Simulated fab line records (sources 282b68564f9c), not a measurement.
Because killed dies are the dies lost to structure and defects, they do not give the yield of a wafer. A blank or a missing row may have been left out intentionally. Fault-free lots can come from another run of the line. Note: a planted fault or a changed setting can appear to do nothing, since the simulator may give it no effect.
A lot that was struck, set against a sound lot    flow ritCmos    27 steps out of a route of 202
Sound: these wafers, L175.2, L175.3, L175.4. The struck wafers were L182.2, L182.4, L182.6. The cause is named last.
At each step with rows: each side's tool, then ch and its chambers, then its first start. Under that, the readings that differ: sound wafers    struck wafers    difference of the means    sigmas: that difference in standard deviations of wafers without a fault.
alike: same words and numbers on both sides, and readings whose means sit less than 2 such deviations apart. not compared: any withheld reading, any reading some wafer has no value for, any bound like >300 that may hide the same value, and any number with overlapping values for which the record gives no deviation.
Wherever a step has rows on one side only, a row that says differs or no value, or a row with sigmas, the two part there. Non-overlapping numbers with no deviation appear without sigmas and do not part them. Lack of a reading on every wafer of one side parts them only where that side has two or more wafers.

first, 4 steps without rows for these wafers: RIT_CONTACT_SOFTBAKE_04 (time 60 s); RIT_CONTACT_EXPOSE_05 (exposes mask M11, target cd 1000 nm); RIT_CONTACT_PEB_06; RIT_CONTACT_DEVELOP_07 (develop time 120 s).
RIT_CONTACT_CD_MEAS_08 targets a cd of 1000 nm.
  sound: cdSem-01 at day 4 04:11; struck: cdSem-01 at day 5 17:06
  alike: cdNm
RIT_CONTACT_OVL_MEAS_09:
  sound: overlay-02 at day 4 04:18; struck: overlay-01 at day 5 17:12
  alike: CONTACT_OVL
then, 1 step without rows for these wafers: RIT_CONTACT_HARDBAKE_10 (time 60 s).
RIT_CONTACT_ETCH_11: etches SiO2 in CHF3/CF4/Ar, stops on TiSi2, target depth 480 nm, time 320 s.
  sound on rieDiel-03 ch 0,2,3, day 4 04:29; struck on rieDiel-03 ch 0,1,3, day 5 17:23
  alike: drypumpMotorCurrentA, oesProductAu, throttleValvePct
  not compared: rfHoursCounterH
RIT_CONTACT_STRIP_12: strips in O2, time 180 s.
  sound on plasmaAsher-03 ch 0,1, day 4 04:40; struck on plasmaAsher-03 ch 0,1, day 5 17:35
  alike: drypumpMotorCurrentA
  not compared: rfHoursCounterH
RIT_CONTACT_CD_MEAS_90 targets a cd of 1000 nm.
  sound: cdSem-01 at day 4 04:52; struck: cdSem-01 at day 5 17:46
  alike: cdNm
then, 2 steps without rows for these wafers: RIT_CONTACT_CLEAN_13 (cleans in SC1, time 600 s); RIT_CONTACT_CLEAN_14 (cleans in SC2, time 600 s).
RIT_M1_SPUTTER_00: material Al, target thk 400 nm, time 500 s.
  sound: pvdSputter-02 at day 4 05:19; struck: pvdSputter-02 at day 5 18:13
reading                               sound          struck             difference  sigmas
model.Al_of_M1_SPUTTER_00.thkNm (nm)  397 409 399.6  365.4 355.4 366.4  -39.5       
  alike: cathodeDcPowerW, substrateTempC, throttleValvePct
RIT_M1_RS_MEAS_01: uses a four-point probe to measure.
  sound: filmMetro-01 at day 4 05:38; struck: filmMetro-01 at day 5 18:32
reading            sound                 struck                difference  sigmas
M1_AL_RS (ohm/sq)  0.0741 0.0718 0.0735  0.0807 0.0829 0.0802  +0.0081     +7
RIT_M1_THK_MEAS_02: measures by xrf.
  sound: filmMetro-01 at day 4 05:44; struck: filmMetro-01 at day 5 18:39
reading         sound        struck       difference  sigmas
M1_AL_THK (nm)  402 416 405  373 364 375  -37         -6
then, 6 steps without rows for these wafers: RIT_M1_HMDS_03 (prime time 60 s); RIT_M1_COAT_04 (resist thk 1300 nm); RIT_M1_SOFTBAKE_05 (time 60 s); RIT_M1_EXPOSE_06 (exposes mask M12, target cd 2600 nm); RIT_M1_PEB_07; RIT_M1_DEVELOP_08 (develop time 65.5 s).
RIT_M1_CD_MEAS_09 targets a cd of 2600 nm.
  sound: cdSem-01 at day 4 06:49; struck: cdSem-01 at day 5 19:44
reading    sound                 struck                difference  sigmas
cdNm (nm)  2603.7 2603.1 2603.0  2598.2 2599.2 2598.3  -4.7        -2
RIT_M1_OVL_MEAS_10:
  sound: overlay-02 at day 4 06:55; struck: overlay-02 at day 5 19:50
  alike: M1_OVL
then, 1 step without rows for these wafers: RIT_M1_HARDBAKE_11 (time 120 s).
RIT_M1_METAL_ETCH_12: etches Al in Cl2/BCl3, stops on SiO2, time 165 s, target depth 600 nm.
  sound on rieMetal-04 ch 0,1, day 4 07:12; struck on rieMetal-02 ch 0,1, day 5 20:07
reading              sound              struck             difference  sigmas
oesProductAu (a.u.)  0.759 0.770 0.769  0.721 0.726 0.712  -0.046      -3
  alike: drypumpMotorCurrentA, throttleValvePct
  not compared: rfHoursCounterH
then, 1 step without rows for these wafers: RIT_M1_STRIP_13 (strips in nmp, time 600 s).
RIT_M1_PROBE_99:
  sound: prober-02 at day 4 09:30; struck: prober-02 at day 5 22:25
reading                            sound                   struck                   difference  sigmas
model.etest.nldd.widthNm (nm)      3189 3192 3173          3140 3161 3143           -37         
model.etest.pplusSal.widthNm (nm)  3459 3457 3474          3424 3443 3414           -36         
model.etest.nplusSal.widthNm (nm)  3462 3448 3463          3418 3430 3422           -34         
model.etest.m1.rsOhmSq             0.07368 0.0706 0.07259  0.07973 0.08125 0.07895  +0.00769    
  alike: killed_at_M0_to_M3, killedAtFrontEnd, killedDies, killedOpen, killedShort
  not compared: model.etest.pldd.widthNm, model.etest.polyCombOverSteps.leakLog10AUm

WHERE THEY PART
Earliest at RIT_M1_RS_MEAS_01; latest, in this record, at RIT_M1_METAL_ETCH_12. Later steps at which nothing parts them and some readings are alike: RIT_M1_PROBE_99.

WHY: what the simulator had put in
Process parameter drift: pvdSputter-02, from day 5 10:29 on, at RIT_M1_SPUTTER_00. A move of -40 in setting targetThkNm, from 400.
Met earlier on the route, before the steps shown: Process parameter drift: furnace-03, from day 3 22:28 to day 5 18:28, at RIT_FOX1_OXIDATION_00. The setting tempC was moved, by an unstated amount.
